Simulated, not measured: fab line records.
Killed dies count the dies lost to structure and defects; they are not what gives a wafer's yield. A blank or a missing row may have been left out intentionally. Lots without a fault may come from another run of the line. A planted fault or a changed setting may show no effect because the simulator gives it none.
A lot that was struck, set against a sound lot || flow rit-cmos || 20 out of 202 route steps
Sound: wafers L493.2, L493.4, L493.6. Wafers struck: L504.1, L504.2, L504.4. The cause is given at the end.
Order at every step that has rows: each side's tool, ch and its chambers, its first start. Under that, the readings that differ: sound wafers || struck wafers || difference of the means || sigmas: that difference in standard deviations of wafers without a fault.
alike: a reading whose means differ by less than 2 such deviations, as well as words and numbers matching on both sides. not compared: withheld readings; readings where some wafer has no value; bounds like >300 that might hide an equal value; numbers whose values overlap and for which the record gives no deviation.
A row with sigmas, a row that says differs or no value, or rows on one side alone: a step with any of these is where the two part. Numbers that don't overlap but have no deviation are shown without sigmas and don't part them. A reading that every wafer of one side lacks parts them only if that side has two wafers or more.

first, 4 steps without rows for these wafers: RIT_ACTIVE_SOFTBAKE_07 (time 60 s); RIT_ACTIVE_EXPOSE_08 (exposes mask M1, target cd 1400 nm); RIT_ACTIVE_PEB_09; RIT_ACTIVE_DEVELOP_10 (develop time 50 s).
RIT_ACTIVE_CD_MEAS_11: target cd 1400 nm.
  sound on cd-sem-01, day 3 16:28; struck on cd-sem-02, day 5 23:26
  alike: cd-nm
then, 1 step without rows for these wafers: RIT_ACTIVE_HARDBAKE_12 (time 60 s).
RIT_ACTIVE_ETCH_13: etches Si3N4 in SF6, stops on SiO2, time 210 s, target depth 210 nm.
  sound on rie-diel-04 ch 1,3, day 3 16:43; struck on rie-diel-02 ch 0,1,3, day 5 23:43
  alike: drypump-motor-current-A, oes-product-au, rf-fwd-power-W, throttle-valve-pct
  not compared: rf-hours-counter-h
RIT_ACTIVE_STRIP_14: strips in O2, time 180 s.
  sound on plasma-asher-01 ch 0,1, day 3 16:50; struck on plasma-asher-02 ch 0,1, day 5 23:50
  alike: drypump-motor-current-A
  not compared: rf-hours-counter-h
RIT_ACTIVE_CD_MEAS_90: target cd 1400 nm.
  sound on cd-sem-01, day 3 17:02; struck on cd-sem-01, day 6 00:01
  alike: cd-nm
then, 3 steps without rows for these wafers: RIT_ACTIVE_CLEAN_15 (cleans in SC1, time 600 s); RIT_ACTIVE_CLEAN_16 (cleans in dHF, time 30 s); RIT_ACTIVE_CLEAN_17 (cleans in SC2, time 600 s).
RIT_FOX1_OXIDATION_00: target thk 350.7 nm, ox time 1130 s.
  sound on furnace-02 ch 0, day 3 17:31; struck on furnace-02 ch 0, day 6 02:20
  alike: spike-tc-centre-C, tube-center-temp-C, zone-power-load-pct
RIT_FOX1_THK_MEAS_01:
  sound on film-metro-03, day 3 18:50; struck on film-metro-04, day 6 03:53
{"reading": "FOX1_OXIDE_THK (nm)", "sound": "352 349 346", "struck": "508 511 512", "difference": "+161", "sigmas": "+22"}
RIT_FOX1_WET_ETCH_02: etches SiO2 in BOE, target depth 350 nm, time 390 s.
  sound on wet-bench-03 ch 0, day 3 18:53; struck on wet-bench-03 ch 3, day 6 08:13
{"reading": "model.Si3N4_of_ACTIVE_CVD_03.thk-nm (nm)", "sound": "138.7 138.5 138.2", "struck": "133.3 134.5 133.4", "difference": -4.7, "sigmas": ""}
then, 1 step without rows for these wafers: RIT_FOX2_OXIDATION_00 (target thk 350.7 nm, ox time 1130 s).
RIT_FOX2_THK_MEAS_01:
  sound on film-metro-02, day 3 20:19; struck on film-metro-01, day 6 10:10
  alike: FOX2_OXIDE_THK
RIT_FOX2_CLEAN_02: cleans in dHF, time 180 s.
  sound on wet-bench-02 ch 0, day 3 20:22; struck on wet-bench-02 ch 0, day 6 10:14
{"reading": "model.Si3N4_of_ACTIVE_CVD_03.thk-nm (nm)", "sound": "131.7 131.4 131.2", "struck": "126.2 127.5 126.3", "difference": -4.8, "sigmas": ""}
then, 1 step without rows for these wafers: RIT_FOX2_WET_ETCH_03 (etches Si3N4 in H3PO4, target depth 195 nm, time 2700 s).
RIT_M1_PROBE_99:
  sound on prober-01, day 5 14:02; struck on prober-02, day 8 09:29
  alike: killed-at-front-end, killed-dies, killed-open, killed-short

## WHERE THEY PART
At RIT_FOX1_THK_MEAS_01 and nowhere else, as far as this record goes. Later steps at which nothing parts them and some readings are alike: RIT_FOX2_THK_MEAS_01, RIT_M1_PROBE_99.

WHY: what the simulator had put in
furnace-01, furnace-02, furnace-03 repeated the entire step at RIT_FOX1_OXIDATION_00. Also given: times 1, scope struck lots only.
